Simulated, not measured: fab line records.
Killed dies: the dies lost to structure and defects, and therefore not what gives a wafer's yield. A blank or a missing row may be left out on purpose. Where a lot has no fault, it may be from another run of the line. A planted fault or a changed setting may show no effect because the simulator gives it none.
Split-lot experiment + flow rit-cmos + 23 wafers read across 5 lots, on a route 202 steps long

THE SPLIT ITSELF
At RIT_SPACER_CVD_03 (deposits Si3N4 from SiH2Cl2/NH3, target thk 250 nm, time 3300 s), the setting pressure-mtorr was moved away from the recipe's 300 mTorr on 15 of the 23 wafers read, by -11.4% to +14.7%. This setting was run at the recipe's value on the other wafers.

No step appears in the file between the split and the reading.

THE READING
SPACER_NITRIDE_THK (nm), taken at RIT_SPACER_THK_MEAS_04. On this fab line, fault-free wafers typically give 249.4 nm with a standard deviation of 2 nm.

| wafer  | tool, chamber at the split | pressure-mtorr as run, mTorr | against the recipe | SPACER_NITRIDE_THK, nm | against lot-mates on the recipe |
|--------|----------------------------|------------------------------|--------------------|------------------------|---------------------------------|
| L078.1 | -, -                       | 273.6                        | -8.8%              | 241.5                  | no lot-mate on the recipe       |
| L078.2 | -, -                       | 273.6                        | -8.8%              | 241.0                  | no lot-mate on the recipe       |
| L078.3 | -, -                       | 273.6                        | -8.8%              | 240.9                  | no lot-mate on the recipe       |
| L078.4 | -, -                       | 273.6                        | -8.8%              | 240.7                  | no lot-mate on the recipe       |
| L078.5 | -, -                       | 273.6                        | -8.8%              | 240.4                  | no lot-mate on the recipe       |
| L079.1 | -, -                       | 300                          | recipe             | 249.5                  | -                               |
| L079.2 | -, -                       | 300                          | recipe             | 250.7                  | -                               |
| L079.3 | -, -                       | 300                          | recipe             | 249.3                  | -                               |
| L079.4 | -, -                       | 300                          | recipe             | 248.8                  | -                               |
| L079.5 | -, -                       | 300                          | recipe             | 251.6                  | -                               |
| L080.1 | -, -                       | 265.9                        | -11.4%             | 237.8                  | no lot-mate on the recipe       |
| L080.3 | -, -                       | 265.9                        | -11.4%             | 238.2                  | no lot-mate on the recipe       |
| L080.4 | -, -                       | 265.9                        | -11.4%             | 240.1                  | no lot-mate on the recipe       |
| L080.5 | -, -                       | 265.9                        | -11.4%             | 238.7                  | no lot-mate on the recipe       |
| L080.6 | -, -                       | 265.9                        | -11.4%             | 240.3                  | no lot-mate on the recipe       |
| L083.1 | -, -                       | 344.2                        | +14.7%             | 261.9                  | no lot-mate on the recipe       |
| L083.2 | -, -                       | 344.2                        | +14.7%             | 263.2                  | no lot-mate on the recipe       |
| L083.3 | -, -                       | 344.2                        | +14.7%             | 261.2                  | no lot-mate on the recipe       |
| L083.4 | -, -                       | 344.2                        | +14.7%             | 261.6                  | no lot-mate on the recipe       |
| L083.5 | -, -                       | 344.2                        | +14.7%             | 262.1                  | no lot-mate on the recipe       |
| L085.1 | lpcvd-01, 1                | 300                          | recipe             | 250.2                  | -                               |
| L085.5 | lpcvd-01, 1                | 300                          | recipe             | 251.7                  | -                               |
| L085.6 | lpcvd-01, 1                | 300                          | recipe             | 251.3                  | -                               |

FIT RESULTS
A straight line over all 23 wafers: SPACER_NITRIDE_THK changes by +0.894 nm for each +1% of pressure-mtorr; r = +0.99; the points scatter about the line by 1.2 nm.
Too few moved wafers have a lot-mate on the recipe to fit a line with each lot's own level taken away.

THE WHOLE CHAIN: every reading that the file lists as answering this split, in the file's order
| step                   | what it does                                                             | reading                                                                        | change (the file's fit)               | r (the file's) |
|------------------------|--------------------------------------------------------------------------|--------------------------------------------------------------------------------|---------------------------------------|----------------|
| RIT_SPACER_CVD_03      | deposits Si3N4 from SiH2Cl2/NH3, target thk 250 nm, time 3300 s          | Si3N4_of_SPACER_CVD_03.thk-nm (the simulator's own value, which no gauge read) | +0.893 nm for each +1% of the setting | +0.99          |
| RIT_SPACER_THK_MEAS_04 |                                                                          | SPACER_NITRIDE_THK                                                             | +0.893 for each +1% of the setting    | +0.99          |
| RIT_SPACER_ETCHBACK_05 | etches Si3N4 in SF6/CHF3, stops on SiO2, target depth 250 nm, time 240 s | etch.depth-nm (the simulator's own value, which no gauge read)                 | +0.893 nm for each +1% of the setting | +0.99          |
| RIT_SPACER_ETCHBACK_05 | etches Si3N4 in SF6/CHF3, stops on SiO2, target depth 250 nm, time 240 s | Si3N4_of_SPACER_CVD_03.thk-nm (the simulator's own value, which no gauge read) | +0.719 nm for each +1% of the setting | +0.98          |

THE FILE'S OWN FIT
SPACER_NITRIDE_THK changes by +0.893 nm for each +1% of pressure-mtorr, r = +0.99.
